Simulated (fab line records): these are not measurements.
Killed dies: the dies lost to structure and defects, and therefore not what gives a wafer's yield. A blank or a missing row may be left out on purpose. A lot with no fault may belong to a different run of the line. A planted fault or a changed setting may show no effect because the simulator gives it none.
Which of the tools did it? | flow berkeley-cmos170 | 42 wafers from 14 lots sampled at 6 of the route's 331 steps

## WHAT THE GAUGES SHOWED, per wafer
UCB170_SACOX_THK_MEAS_02.
lot  | measured    | on            | SACOX_OXIDE_THK (nm)
L389 | day 5 18:05 | film-metro-03 | 14.6 14.7 14.8
L387 | day 5 18:05 | film-metro-02 | 14.7 14.4 14.6
L388 | day 6 06:58 | film-metro-03 | 14.5 14.6 14.7
L390 | day 6 06:59 | film-metro-01 | 14.9 14.9 14.9
L391 | day 6 17:28 | film-metro-03 | 14.8 14.9 14.6
L395 | day 7 09:30 | film-metro-03 | 14.6 14.5 14.6
L394 | day 7 09:31 | film-metro-02 | 14.3 14.4 14.2
L397 | day 7 20:56 | film-metro-03 | 14.1 14.0 13.9
L398 | day 7 20:56 | film-metro-02 | 14.2 14.4 14.0
L399 | day 7 20:57 | film-metro-01 | 14.1 14.2 14.1
L396 | day 7 21:00 | film-metro-03 | 14.3 14.6 14.5
L408 | day 9 08:00 | film-metro-01 | 14.4 14.7 14.7
L407 | day 9 08:03 | film-metro-01 | 14.3 14.5 14.3
L410 | day 9 22:47 | film-metro-01 | 14.1 13.9 13.9

UCB170_GATE_OVL_MEAS_13.
lot  | measured     | on         | GATE_OVL (nm)
L389 | day 6 17:34  | overlay-02 | 2 2 -5
L387 | day 6 17:17  | overlay-02 | 4 2 9
L388 | day 7 06:37  | overlay-01 | 3 7 3
L390 | day 7 06:14  | overlay-01 | 2 -1 10
L391 | day 7 19:16  | overlay-01 | -11 -3 -1
L395 | day 8 11:02  | overlay-01 | -2 -8 -5
L394 | day 8 11:03  | overlay-02 | 4 7 2
L397 | day 8 21:51  | overlay-01 | -6 -1 -4
L398 | day 8 21:44  | overlay-02 | 0 7 2
L399 | day 8 21:33  | overlay-01 | -9 -5 -4
L396 | day 8 22:07  | overlay-01 | 1 0 -4
L408 | day 10 15:16 | overlay-01 | 0 0 -4
L407 | day 10 15:08 | overlay-02 | -5 0 -6
L410 | day 10 20:14 | overlay-02 | 1 5 2

UCB170_SDANNEAL_RS_MEAS_04: the measuring method here is four-point-probe.
lot  | measured     | on            | PLDD_RS (ohm/sq)
L389 | day 7 08:55  | film-metro-04 | 1031.9 1032.5 1035.9
L387 | day 7 07:33  | film-metro-01 | 1035.1 1031.6 1033.9
L388 | day 7 22:05  | film-metro-03 | 1031.3 1027.1 1031.9
L390 | day 7 21:45  | film-metro-04 | 1034.1 1033.3 1033.4
L391 | day 8 10:34  | film-metro-03 | 1038.6 1034.5 1036.5
L395 | day 9 05:10  | film-metro-04 | 973.9 974.5 974.7
L394 | day 9 05:13  | film-metro-01 | 975.5 975.3 977.2
L397 | day 9 20:26  | film-metro-01 | 1039.0 1035.8 1034.5
L398 | day 9 19:57  | film-metro-03 | 1033.4 1033.5 1033.1
L399 | day 9 19:59  | film-metro-01 | 1034.0 1033.9 1037.6
L396 | day 9 20:12  | film-metro-04 | 1034.7 1034.3 1032.9
L408 | day 11 15:40 | film-metro-04 | 1034.8 1034.9 1033.6
L407 | day 11 12:44 | film-metro-01 | 1033.9 1032.6 1037.4
L410 | day 11 15:49 | film-metro-01 | 1032.9 1031.4 1034.5

UCB170_SDANNEAL_RS_MEAS_05: the measuring method here is four-point-probe.
lot  | measured     | on            | NLDD_RS (ohm/sq)
L389 | day 7 09:02  | film-metro-04 | 615.9 616.9 616.1
L387 | day 7 07:40  | film-metro-01 | 617.1 617.7 618.2
L388 | day 7 22:12  | film-metro-03 | 618.4 618.2 619.0
L390 | day 7 21:52  | film-metro-04 | 616.9 618.1 616.8
L391 | day 8 10:41  | film-metro-03 | 614.0 616.6 615.6
L395 | day 9 05:17  | film-metro-04 | 611.0 612.5 609.3
L394 | day 9 05:20  | film-metro-01 | 609.5 610.6 609.3
L397 | day 9 20:33  | film-metro-01 | 618.0 619.3 618.1
L398 | day 9 20:04  | film-metro-03 | 617.1 615.3 616.7
L399 | day 9 20:07  | film-metro-01 | 618.5 617.5 617.6
L396 | day 9 20:19  | film-metro-04 | 618.8 616.3 617.7
L408 | day 11 15:47 | film-metro-04 | 616.9 617.1 616.9
L407 | day 11 12:52 | film-metro-01 | 615.8 614.8 615.3
L410 | day 11 15:56 | film-metro-01 | 617.4 616.1 617.2

## WHAT TOOL EACH LOT RAN ON (gives the tool, then ch and the chambers of the sampled wafers, and finally the start)
lot  | UCB170_SPACER_ANNEAL_02       | UCB170_BACKSIDE_STRIP_03
L389 | furnace-01 ch 0, day 7 00:33  | plasma-asher-04 ch 0,1, day 7 08:16
L387 | furnace-01 ch 0, day 7 00:33  | plasma-asher-04 ch 0,1, day 7 06:49
L388 | furnace-03 ch 0, day 7 14:35  | plasma-asher-03 ch 0,1, day 7 21:25
L390 | furnace-03 ch 0, day 7 14:35  | plasma-asher-01 ch 0,1, day 7 21:05
L391 | furnace-04 ch 0, day 8 01:49  | plasma-asher-01 ch 0,1, day 8 09:56
L395 | furnace-04 ch 0, day 8 21:46  | plasma-asher-04 ch 0,1, day 9 04:21
L394 | furnace-04 ch 0, day 8 21:46  | plasma-asher-03 ch 0,1, day 9 04:23
L397 | furnace-03 ch 0, day 9 10:25  | plasma-asher-03 ch 0,1, day 9 19:35
L398 | furnace-03 ch 0, day 9 10:25  | plasma-asher-04 ch 0,1, day 9 19:08
L399 | furnace-03 ch 0, day 9 10:25  | plasma-asher-03 ch 0,1, day 9 19:10
L396 | furnace-03 ch 0, day 9 10:25  | plasma-asher-01 ch 0, day 9 19:29
L408 | furnace-03 ch 0, day 11 04:42 | plasma-asher-04 ch 0,1, day 11 15:01
L407 | furnace-03 ch 0, day 11 04:42 | plasma-asher-04 ch 1, day 11 12:00
L410 | furnace-03 ch 0, day 11 04:42 | plasma-asher-04 ch 0,1, day 11 15:05
- UCB170_SPACER_ANNEAL_02: time 1800 s.
- UCB170_BACKSIDE_STRIP_03: strips in O2.

## AS READ BY THE TOOLS THEMSELVES (means over the sampled wafers that have a number; for cases with no such wafer, the mark the record gives instead)
UCB170_BACKSIDE_STRIP_03.
lot  | tool            | drypump-motor-current-A (A) | oes-product-au (a.u.) | strip-time-to-endpoint-s (s)
L389 | plasma-asher-04 | 5.2                         | 0.742                 | 21.68
L387 | plasma-asher-04 | 5.1                         | 0.742                 | 21.63
L388 | plasma-asher-03 | 5.6                         | 0.744                 | 21.69
L390 | plasma-asher-01 | 5.4                         | 0.744                 | 21.65
L391 | plasma-asher-01 | 5.5                         | 0.740                 | 21.59
L395 | plasma-asher-04 | 5.2                         | 0.735                 | 21.60
L394 | plasma-asher-03 | 5.6                         | 0.744                 | 21.66
L397 | plasma-asher-03 | 5.7                         | 0.738                 | 21.60
L398 | plasma-asher-04 | 5.1                         | 0.743                 | 21.76
L399 | plasma-asher-03 | 5.6                         | 0.740                 | 21.68
L396 | plasma-asher-01 | 5.9                         | 0.743                 | 21.68
L408 | plasma-asher-04 | 5.1                         | 0.740                 | 21.61
L407 | plasma-asher-04 | 5.0                         | 0.741                 | 21.63
L410 | plasma-asher-04 | 5.2                         | 0.740                 | 21.76

## THE ANSWER, worked out from the rows above alone
Rule: usual is defined by the lots themselves. Put in order of their means at a reading, lots are off if they are a third of the lots or fewer, leave a main group of 4 or more, and stand apart from it by a gap of 3 or more times the standard deviation of the main group's means; of several such gaps the widest counts. A main group whose means are all the same, to the digits that the tables above print for the reading, isn't used. A lot without any number at a reading at which 4 lots or more have one is off too. The other lots that the step has rows for count as sound. First the gauges in route order, then the tools' own readings, where a lot's mean is used as printed above. The first step at which some lot is off is used, and at that step the reading that is off furthest; a lot without a number counts as furthest.
Off: L395, L394, at UCB170_SDANNEAL_RS_MEAS_04 (PLDD_RS). The main group has a mean of 1034.0 ohm/sq with a standard deviation of 1.6.
A tool fits if, at a process step before that reading, it ran every lot that is off, and no sound lot after the first of them. Gauges at UCB170_SDANNEAL_RS_MEAS_04: tried the same way as those tools. One fits: furnace-04 at UCB170_SPACER_ANNEAL_02. A fault onset in the window from L391 (day 8 01:49, its last sound lot) to L394 (day 8 21:46, its first lot off) fits.

## WHAT WAS PUT IN BY THE SIMULATOR
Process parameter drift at UCB170_SPACER_ANNEAL_02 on furnace-04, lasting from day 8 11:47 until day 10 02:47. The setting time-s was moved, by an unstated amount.
Shown lots that were struck: L395, L394. This agrees with what the rule above found.
